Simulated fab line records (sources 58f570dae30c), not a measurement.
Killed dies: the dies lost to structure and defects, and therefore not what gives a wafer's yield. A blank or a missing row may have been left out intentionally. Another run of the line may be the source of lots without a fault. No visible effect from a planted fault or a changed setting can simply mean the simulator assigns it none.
The tool behind it: which one?    flow berkeley cmos170    21 wafers from 7 lots sampled at 2 of the route's 331 steps

WHAT THE GAUGES READ, wafer by wafer
UCB170_NWELL_TW_MEAS_16.
lot   measured     on             NWELL_TW
L530  day 2 11:15  film metro-04  1261 1260 1260
L533  day 3 04:34  film metro-04  1556 1554 1557
L540  day 4 20:41  film metro-04  1249 1249 1249
L544  day 5 10:28  film metro-04  1556 1561 1561
L546  day 6 00:23  film metro-01  1221 1223 1223
L548  day 6 09:42  film metro-01  1227 1223 1224
L550  day 6 12:38  film metro-04  1245 1250 1247

WHICH TOOL RAN EACH LOT (tool, then ch and the chambers of the sampled wafers, then the start)
lot   UCB170_NWELL_IMPLANT_14
L530  implanter-01 ch 0, day 2 11:01
L533  implanter-02 ch 0, day 3 04:02
L540  implanter-03 ch 0, day 4 20:27
L544  implanter-01 ch 0, day 5 09:54
L546  implanter-01 ch 0, day 6 00:08
L548  implanter-01 ch 0, day 6 09:29
L550  implanter-01 ch 0, day 6 12:25
- UCB170_NWELL_IMPLANT_14

THE ANSWER, worked out from the rows above alone
Rule: what is usual is taken from the lots themselves. Put in order of their means at a reading, lots are off if they are a third of the lots or fewer, leave a main group of 4 or more, and stand apart from it by a gap of 3 or more times the standard deviation of the main group's means; of several such gaps the widest counts. Not used: any main group whose means are identical at the precision the tables above print for the reading. A lot without any number at a reading at which 4 lots or more have one is off too. Any other lot the step has rows for is counted as sound.
Off: L533, L544, at UCB170_NWELL_TW_MEAS_16 (NWELL_TW). The main group: mean 1241, standard deviation 15.
A tool fits if, at a process step before that reading, it ran every lot that is off, and no sound lot after the first of them. The gauges at UCB170_NWELL_TW_MEAS_16 are tried like those tools. No candidate that was tried fits.

WHAT THE SIMULATOR HAD PUT IN
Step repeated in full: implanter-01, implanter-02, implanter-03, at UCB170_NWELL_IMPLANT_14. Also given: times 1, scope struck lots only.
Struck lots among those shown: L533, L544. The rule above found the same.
